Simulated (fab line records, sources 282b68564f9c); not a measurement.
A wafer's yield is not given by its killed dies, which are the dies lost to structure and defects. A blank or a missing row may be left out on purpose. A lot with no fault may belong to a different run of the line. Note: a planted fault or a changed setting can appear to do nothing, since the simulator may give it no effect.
Struck lot and sound lot, side by side | flow rit_cmos | 18 steps out of a route of 202
Sound: these wafers, L795.2, L795.5, L795.6. Wafers struck: L807.1, L807.4, L807.6. The cause is given at the end.
Each step with rows lists, per side, the tool, then ch with its chambers, then its first start. Under that, the readings that differ: sound wafers | struck wafers | difference of the means | sigmas: that difference in standard deviations of wafers without a fault.
alike: readings with means less than 2 such deviations apart, plus words and numbers identical on both sides. not compared: withheld readings, readings lacking a value on some wafer, bounds such as >300 that could conceal the same value, and numbers that have no deviation in the record and whose values overlap.
The two part at a step that has a row with sigmas, a row that says differs or no value, or rows on one side only. Numbers that have no deviation but don't overlap get no sigmas and don't part them. A reading missing from all wafers of one side parts the sides only when that side holds two or more wafers.

first, 1 step without rows for these wafers: RIT_PWELL_DEVELOP_05 (develop time 68 s).
RIT_PWELL_OVL_MEAS_06:
  sound on overlay-01 at day 2 03:04; struck on overlay-01 at day 4 15:45
  alike: PWELL_OVL
then, 2 steps without rows for these wafers: RIT_PWELL_HARDBAKE_07 (time 120 s); RIT_PWELL_IMPLANT_08.
RIT_PWELL_STRIP_09: strips in O2, time 180 s.
  sound on plasma_asher-04 ch 0,1, day 2 03:41; struck on plasma_asher-03 ch 0,1, day 4 16:11
  alike: drypump_motor_current_A
  not compared: rf_hours_counter_h
RIT_PWELL_TW_MEAS_10:
  sound on film_metro-02 at day 2 03:52; struck on film_metro-04 at day 4 16:22
  alike: PWELL_TW
then, 1 step without rows for these wafers: RIT_WELLDRIVE_ANNEAL_00 (time 14700 s).
RIT_WELLDRIVE_RS_MEAS_01: measures by four-point-probe.
  sound on film_metro-03 at day 2 09:01; struck on film_metro-04 at day 4 21:30
  alike: NWELL_RS
RIT_WELLDRIVE_RS_MEAS_02: measures by four-point-probe.
  sound on film_metro-03 at day 2 09:08; struck on film_metro-04 at day 4 21:37
  alike: PWELL_RS
then, 3 steps without rows for these wafers: RIT_NRETRO_HMDS_00 (prime time 60 s); RIT_NRETRO_COAT_01 (resist thk 1300 nm); RIT_NRETRO_SOFTBAKE_02 (time 60 s).
RIT_NRETRO_EXPOSE_03: exposes mask M4, target cd 43900 nm.
  sound on iline_stepper-01 ch 0, day 2 09:58; struck on iline_stepper-02 ch 0, day 4 22:22
  reading                        | sound                   | struck               | difference | sigmas
  model.NRETRO.overlay_x_nm (nm) | -0.4966 -0.4966 -0.4966 | -301.2 -301.2 -301.2 | -300.7     |
  alike: mask
then, 2 steps without rows for these wafers: RIT_NRETRO_PEB_04; RIT_NRETRO_DEVELOP_05 (develop time 68 s).
RIT_NRETRO_OVL_MEAS_06:
  sound on overlay-02 at day 2 10:23; struck on overlay-02 at day 4 22:48
  reading         | sound         | struck               | difference | sigmas
  NRETRO_OVL (nm) | -0.4 0.1 -2.2 | -300.5 -301.3 -300.2 | -299.8     | -99 or more
then, 1 step without rows for these wafers: RIT_NRETRO_HARDBAKE_07 (time 120 s).
RIT_M1_PROBE_99:
  sound on prober-01 at day 3 14:49; struck on prober-01 at day 6 03:08
  reading                                    | sound                | struck               | difference | sigmas
  model.etest.retro_edge_nmos.off_log10_a_um | -10.34 -10.33 -10.37 | -7.984 -8.002 -7.916 | +2.379     |
  model.etest.retro_edge_pmos.off_log10_a_um | -10.69 -10.57 -10.77 | -8.354 -8.593 -8.336 | +2.249     |
  alike: killed_at_contacts, killed_at_front_end, killed_dies, killed_open, killed_short
  not compared: model.etest.well_edge_right.line_ohm_um

## WHERE THEY PART
RIT_NRETRO_OVL_MEAS_06 only, going by this record. Later steps at which nothing parts them and some readings are alike: RIT_M1_PROBE_99.

WHY: what the simulator had put in
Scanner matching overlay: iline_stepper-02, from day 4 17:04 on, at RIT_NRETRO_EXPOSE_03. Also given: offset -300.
